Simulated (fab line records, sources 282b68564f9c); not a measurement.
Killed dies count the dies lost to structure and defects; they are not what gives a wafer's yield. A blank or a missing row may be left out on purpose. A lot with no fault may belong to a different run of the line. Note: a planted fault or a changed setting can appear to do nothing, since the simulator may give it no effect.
Which tool is to blame? / flow rit-cmos / 45 wafers from 15 lots sampled at 4 of the route's 202 steps

WHAT THE GAUGES SHOWED, per wafer
RIT_NWELL_OVL_MEAS_06. Usual: NWELL_OVL gives -0.2 nm (standard deviation 1.5).
lot=L384; measured=day 1 22:43; on=overlay-01; NWELL_OVL (nm)=-1.3 1.0 0.6; flag=
lot=L385; measured=day 2 02:43; on=overlay-01; NWELL_OVL (nm)=1.4 0.4 1.1; flag=
lot=L388; measured=day 2 22:00; on=overlay-02; NWELL_OVL (nm)=1.5 1.3 1.0; flag=
lot=L392; measured=day 3 14:23; on=overlay-01; NWELL_OVL (nm)=2.2 2.1 3.8; flag=
lot=L398; measured=day 4 20:44; on=overlay-02; NWELL_OVL (nm)=-2.0 -1.3 -1.3; flag=
lot=L399; measured=day 5 00:15; on=overlay-01; NWELL_OVL (nm)=-2.2 -3.0 -2.3; flag=
lot=L400; measured=day 5 07:25; on=overlay-01; NWELL_OVL (nm)=-0.3 -0.5 -0.9; flag=
lot=L401; measured=day 5 11:31; on=overlay-02; NWELL_OVL (nm)=-2.7 -3.6 -3.0; flag=
lot=L403; measured=day 5 21:01; on=overlay-02; NWELL_OVL (nm)=0.6 1.9 -0.1; flag=
lot=L404; measured=day 6 01:18; on=overlay-02; NWELL_OVL (nm)=-0.7 0.2 0.1; flag=
lot=L406; measured=day 6 13:46; on=overlay-01; NWELL_OVL (nm)=-1.3 -2.6 -1.6; flag=
lot=L407; measured=day 6 21:16; on=overlay-01; NWELL_OVL (nm)=1.4 1.3 -0.2; flag=

RIT_PRETRO_OVL_MEAS_06. Usual: PRETRO_OVL gives -1.0 nm (standard deviation 1.4).
lot=L384; measured=day 2 08:52; on=overlay-01; PRETRO_OVL (nm)=-1.9 -1.1 0.0; flag=
lot=L385; measured=day 2 13:10; on=overlay-01; PRETRO_OVL (nm)=0.1 -1.1 -1.3; flag=
lot=L388; measured=day 3 08:10; on=overlay-02; PRETRO_OVL (nm)=-1.4 -0.4 -0.7; flag=
lot=L392; measured=day 4 01:23; on=overlay-01; PRETRO_OVL (nm)=-0.6 -1.9 -1.7; flag=
lot=L398; measured=day 5 07:25; on=overlay-02; PRETRO_OVL (nm)=-0.5 -0.3 0.4; flag=
lot=L399; measured=day 5 10:27; on=overlay-01; PRETRO_OVL (nm)=1.3 2.4 2.1; flag=
lot=L400; measured=day 5 17:50; on=overlay-02; PRETRO_OVL (nm)=-1.8 0.1 -1.2; flag=
lot=L401; measured=day 5 22:00; on=overlay-01; PRETRO_OVL (nm)=0.5 0.3 0.4; flag=
lot=L403; measured=day 6 07:15; on=overlay-01; PRETRO_OVL (nm)=-0.3 -0.5 -1.9; flag=
lot=L404; measured=day 6 11:28; on=overlay-02; PRETRO_OVL (nm)=-3.0 -2.1 -3.6; flag=
lot=L406; measured=day 7 02:08; on=overlay-02; PRETRO_OVL (nm)=0.3 2.0 1.1; flag=
lot=L407; measured=day 7 08:40; on=overlay-01; PRETRO_OVL (nm)=-1.5 -2.8 -1.4; flag=

RIT_PSD_OVL_MEAS_06. Usual: PSD_OVL gives -0.2 nm (standard deviation 1.4).
lot=L384; measured=day 3 03:08; on=overlay-01; PSD_OVL (nm)=1.7 2.9 4.1; flag=
lot=L385; measured=day 3 07:14; on=overlay-01; PSD_OVL (nm)=1.0 -0.4 0.6; flag=
lot=L388; measured=day 4 02:23; on=overlay-01; PSD_OVL (nm)=-2.2 1.5 1.4; flag=
lot=L392; measured=day 4 19:11; on=overlay-01; PSD_OVL (nm)=2.2 0.2 -0.8; flag=
lot=L398; measured=day 6 00:11; on=overlay-01; PSD_OVL (nm)=-3.7 -1.3 -2.4; flag=
lot=L399; measured=day 6 04:31; on=overlay-02; PSD_OVL (nm)=0.5 -0.7 -1.1; flag=
lot=L400; measured=day 6 11:02; on=overlay-01; PSD_OVL (nm)=-0.6 -0.4 -0.9; flag=
lot=L401; measured=day 6 14:48; on=overlay-01; PSD_OVL (nm)=-0.2 1.3 0.2; flag=
lot=L403; measured=day 7 07:31; on=overlay-02; PSD_OVL (nm)=0.6 1.4 0.2; flag=
lot=L404; measured=day 7 11:06; on=overlay-02; PSD_OVL (nm)=-1.3 -0.7 -0.5; flag=
lot=L406; measured=day 7 21:02; on=overlay-01; PSD_OVL (nm)=-0.9 -2.1 -1.8; flag=
lot=L407; measured=day 8 05:27; on=overlay-02; PSD_OVL (nm)=-0.5 -0.3 -1.4; flag=

WHAT TOOL EACH LOT RAN ON (gives the tool, then ch and the chambers of the sampled wafers, and finally the start)
lot=L384; RIT_ACTIVE_OXIDATION_01=furnace-04 ch 0, day 1 10:07
lot=L385; RIT_ACTIVE_OXIDATION_01=furnace-03 ch 0, day 1 15:59
lot=L388; RIT_ACTIVE_OXIDATION_01=furnace-03 ch 0, day 2 08:34
lot=L389; RIT_ACTIVE_OXIDATION_01=furnace-03, day 2 11:07
lot=L390; RIT_ACTIVE_OXIDATION_01=furnace-01, day 2 16:56
lot=L391; RIT_ACTIVE_OXIDATION_01=furnace-03, day 2 22:04
lot=L392; RIT_ACTIVE_OXIDATION_01=furnace-03 ch 0, day 3 02:07
lot=L398; RIT_ACTIVE_OXIDATION_01=furnace-04 ch 0, day 4 09:09
lot=L399; RIT_ACTIVE_OXIDATION_01=furnace-04 ch 0, day 4 13:53
lot=L400; RIT_ACTIVE_OXIDATION_01=furnace-01 ch 0, day 4 18:29
lot=L401; RIT_ACTIVE_OXIDATION_01=furnace-03 ch 0, day 5 00:11
lot=L403; RIT_ACTIVE_OXIDATION_01=furnace-04 ch 0, day 5 09:07
lot=L404; RIT_ACTIVE_OXIDATION_01=furnace-01 ch 0, day 5 14:49
lot=L406; RIT_ACTIVE_OXIDATION_01=furnace-03 ch 0, day 6 00:10
lot=L407; RIT_ACTIVE_OXIDATION_01=furnace-03 ch 0, day 6 05:59
- RIT_ACTIVE_OXIDATION_01: target thk 46.8 nm, ox time 3360 s.

AS READ BY THE TOOLS THEMSELVES (means over the sampled wafers that have a number; for cases with no such wafer, the mark the record gives instead)
RIT_ACTIVE_OXIDATION_01. Usual: ox-temp-c 1007.0 C, standard deviation 0.46; ox-temp-c-max 1012.9, standard deviation 1.9.
lot=L384; tool=furnace-04; ox-temp-c (C)=1007.7; ox-temp-c-max=1014.2; flag=
lot=L385; tool=furnace-03; ox-temp-c (C)=1006.8; ox-temp-c-max=1011.0; flag=
lot=L388; tool=furnace-03; ox-temp-c (C)=1007.4; ox-temp-c-max=1011.3; flag=
lot=L389; tool=furnace-03; ox-temp-c (C)=-; ox-temp-c-max=-; flag=OFF
lot=L390; tool=furnace-01; ox-temp-c (C)=-; ox-temp-c-max=-; flag=OFF
lot=L391; tool=furnace-03; ox-temp-c (C)=-; ox-temp-c-max=-; flag=OFF
lot=L392; tool=furnace-03; ox-temp-c (C)=1007.2; ox-temp-c-max=1011.1; flag=
lot=L398; tool=furnace-04; ox-temp-c (C)=1006.7; ox-temp-c-max=1013.8; flag=
lot=L399; tool=furnace-04; ox-temp-c (C)=1007.0; ox-temp-c-max=1014.8; flag=
lot=L400; tool=furnace-01; ox-temp-c (C)=1007.2; ox-temp-c-max=1013.9; flag=
lot=L401; tool=furnace-03; ox-temp-c (C)=1006.9; ox-temp-c-max=1011.1; flag=
lot=L403; tool=furnace-04; ox-temp-c (C)=1006.8; ox-temp-c-max=1013.4; flag=
lot=L404; tool=furnace-01; ox-temp-c (C)=1007.2; ox-temp-c-max=1013.6; flag=
lot=L406; tool=furnace-03; ox-temp-c (C)=1007.6; ox-temp-c-max=1012.4; flag=
lot=L407; tool=furnace-03; ox-temp-c (C)=1006.5; ox-temp-c-max=1010.9; flag=

THE ANSWER, worked out from the rows above alone
Rule: a lot counts as off when the mean over its wafers that have a number is more than 3 standard deviations away from the usual mean. A lot without any number at a reading at which 4 lots or more have one is off too. All remaining lots with rows at the step are treated as sound. After the gauges, taken in route order, come the tools' own readings; for these a lot's mean is taken, as printed above. At the first step where some lot is off, the reading lying furthest off is the one used; lots without a number count as furthest.
Off, at RIT_ACTIVE_OXIDATION_01 on ox-temp-c: L389, L390, L391. Without a number there: L389, L390, L391.
A tool fits if, at that step or a process step before it, it ran every lot that is off, and no sound lot after the first of them. Of those tried, none fits.

WHAT THE SIMULATOR HAD PUT IN
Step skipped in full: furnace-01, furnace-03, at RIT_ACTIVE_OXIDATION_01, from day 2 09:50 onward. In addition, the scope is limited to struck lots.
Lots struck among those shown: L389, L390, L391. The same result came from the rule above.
